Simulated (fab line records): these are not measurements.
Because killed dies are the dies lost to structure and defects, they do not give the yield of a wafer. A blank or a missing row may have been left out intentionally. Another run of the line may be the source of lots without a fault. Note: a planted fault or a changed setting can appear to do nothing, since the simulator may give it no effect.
Struck lot and sound lot, side by side || flow berkeley cmos170 || 14 out of 331 route steps
Sound: these wafers, L183.1, L183.2, L183.6. Struck: wafers L197.1, L197.4, L197.6. The cause is named last.
Each step with rows lists, per side, the tool, then ch with its chambers, then its first start. Under that, the readings that differ: sound wafers || struck wafers || difference of the means || sigmas: that difference in standard deviations of wafers without a fault.
alike: readings whose means differ by less than 2 such deviations, and words and numbers that are the same on both sides. not compared: withheld readings, readings that some wafer has no value for, bounds like >300 that may hide the same value, and numbers for which the record gives no deviation and whose values overlap.
Wherever a step has rows on one side only, a row that says differs or no value, or a row with sigmas, the two part there. When numbers do not overlap yet have no deviation, they are printed without sigmas and do not part them. Lack of a reading on every wafer of one side parts them only where that side has two or more wafers.

UCB170_V2_BOW_MEAS_03:
  sound on film metro-03, day 8 04:10; struck on film metro-04, day 10 14:35
  alike: V2_BOW
UCB170_V2_THK_MEAS_04:
  sound on film metro-03, day 8 04:17; struck on film metro-04, day 10 14:42
  alike: V2_POLISHED_THK
then, 7 steps without rows for these wafers: UCB170_V2_CLEAN_05 (cleans in DIW); UCB170_V2_HMDS_06 (prime time 60 s); UCB170_V2_COAT_07 (resist thk 900 nm); UCB170_V2_SOFTBAKE_08 (time 60 s); UCB170_V2_EXPOSE_09 (exposes mask VIA2, target cd 700 nm); UCB170_V2_PEB_10; UCB170_V2_DEVELOP_11 (develop time 45 s).
UCB170_V2_CD_MEAS_12: the cd target is 700 nm.
  sound on cd sem-02, day 8 05:59; struck on cd sem-02, day 10 15:55
  alike: cd nm
UCB170_V2_OVL_MEAS_13:
  sound on overlay-01, day 8 06:06; struck on overlay-01, day 10 16:02
  alike: V2_OVL
UCB170_V2_ETCH_14: etches SiO2 in CHF3/CF4/Ar, stops on Al, target depth 1250 nm, time 291 s.
  sound on rie diel-02 ch 0,3, day 8 06:08; struck on rie diel-02 ch 1,3, day 10 16:04
  alike: drypump motor current A, oes product au, throttle valve pct
  not compared: rf hours counter h
UCB170_V2_STRIP_15: strips in O2.
  sound on plasma asher-02 ch 0,1, day 8 06:19; struck on plasma asher-02 ch 0,1, day 10 16:15
  no value came back on the struck wafers for chamber pressure mTorr (mTorr), drypump motor current A (A), oes product au (a.u.), strip time to endpoint s (s); on the sound wafers chamber pressure mTorr (mTorr) reads 3499 3503 3496
{"reading": "model.KrF_of_V2_COAT_07.thk nm (nm)", "sound": "0 0 0", "struck": "607.6 609.3 607.1", "difference": "+608.0", "sigmas": ""}
  not compared: rf hours counter h
UCB170_V2_CD_MEAS_90: the cd target is 700 nm.
  sound on cd sem-02, day 8 06:25; struck on cd sem-02, day 10 16:21
  alike: cd nm

## WHERE THEY PART
At UCB170_V2_STRIP_15 and nowhere else, as far as this record goes. Later steps at which nothing parts them and some readings are alike: UCB170_V2_CD_MEAS_90.

WHY: the cause the simulator had injected
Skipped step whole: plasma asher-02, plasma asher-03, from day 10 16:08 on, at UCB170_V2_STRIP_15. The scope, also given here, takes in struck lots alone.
